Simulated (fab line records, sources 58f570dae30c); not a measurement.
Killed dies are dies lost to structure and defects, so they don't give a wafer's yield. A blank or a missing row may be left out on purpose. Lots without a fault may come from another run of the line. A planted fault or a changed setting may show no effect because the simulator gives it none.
Which tool did it? | flow berkeley_cmos170 | 7 lots, 21 wafers sampled, at 4 steps of a route of 331

WHAT THE GAUGES READ, wafer by wafer
UCB170_M2_CD_MEAS_15: target cd 700 nm.
lot  | measured     | on        | cd_nm (nm)
L645 | day 7 14:48  | cd_sem-01 | 700.4 698.8 699.0
L649 | day 8 08:56  | cd_sem-01 | 698.9 698.3 698.8
L651 | day 8 17:58  | cd_sem-01 | 700.1 700.8 701.4
L653 | day 9 12:25  | cd_sem-02 | 701.8 701.2 700.1
L658 | day 10 16:27 | cd_sem-02 | 698.6 699.3 700.0
L661 | day 10 21:59 | cd_sem-02 | 736.7 737.6 737.6
L662 | day 11 02:52 | cd_sem-01 | 739.0 739.8 739.9

WHICH TOOL RAN EACH LOT (tool, then ch and the chambers of the sampled wafers, then the start)
lot  | UCB170_BACKSIDE_STRIP_03             | UCB170_CONTACT_RTA_08            | UCB170_M2_PEB_13
L645 | plasma_asher-03 ch 0,1, day 6 20:34  | rtp_anneal-02 ch 0, day 7 01:02  | litho_track-01 ch 0, day 7 14:32
L649 | plasma_asher-03 ch 0,1, day 7 13:47  | rtp_anneal-02 ch 0, day 7 17:55  | litho_track-02 ch 0, day 8 08:40
L651 | plasma_asher-03 ch 0,1, day 7 21:15  | rtp_anneal-01 ch 0, day 8 02:05  | litho_track-02 ch 0, day 8 17:41
L653 | plasma_asher-02 ch 0,1, day 8 18:04  | rtp_anneal-01 ch 0, day 8 23:33  | litho_track-04 ch 0, day 9 12:08
L658 | plasma_asher-03 ch 0,1, day 9 20:56  | rtp_anneal-02 ch 0, day 10 03:56 | litho_track-04 ch 0, day 10 16:10
L661 | plasma_asher-03 ch 0,1, day 10 04:08 | rtp_anneal-01 ch 0, day 10 08:38 | litho_track-04 ch 0, day 10 21:42
L662 | plasma_asher-01 ch 0,1, day 10 09:34 | rtp_anneal-02 ch 0, day 10 13:52 | litho_track-04 ch 0, day 11 02:35
- UCB170_BACKSIDE_STRIP_03: strips in O2.
- UCB170_CONTACT_RTA_08: time 10 s.
- UCB170_M2_PEB_13

THE ANSWER, worked out from the rows above alone
Rule: what is usual is taken from the lots themselves. Put in order of their means at a reading, lots are off if they are a third of the lots or fewer, leave a main group of 4 or more, and stand apart from it by a gap of 3 or more times the standard deviation of the main group's means; of several such gaps the widest counts. A main group whose means are all the same, to the digits that the tables above print for the reading, isn't used. A lot without any number at a reading at which 4 lots or more have one is off too. The other lots that the step has rows for count as sound.
Off: L661, L662, at UCB170_M2_CD_MEAS_15 (cd_nm). The main group: mean 699.8 nm, standard deviation 0.91.
A tool fits if, at a process step before that reading, it ran every lot that is off, and no sound lot after the first of them. The gauges at UCB170_M2_CD_MEAS_15 are tried like those tools. One fits: litho_track-04 at UCB170_M2_PEB_13. Its last sound lot is L658 (day 10 16:10), its first lot that is off L661 (day 10 21:42): a fault that began between those two fits.

WHAT THE SIMULATOR HAD PUT IN
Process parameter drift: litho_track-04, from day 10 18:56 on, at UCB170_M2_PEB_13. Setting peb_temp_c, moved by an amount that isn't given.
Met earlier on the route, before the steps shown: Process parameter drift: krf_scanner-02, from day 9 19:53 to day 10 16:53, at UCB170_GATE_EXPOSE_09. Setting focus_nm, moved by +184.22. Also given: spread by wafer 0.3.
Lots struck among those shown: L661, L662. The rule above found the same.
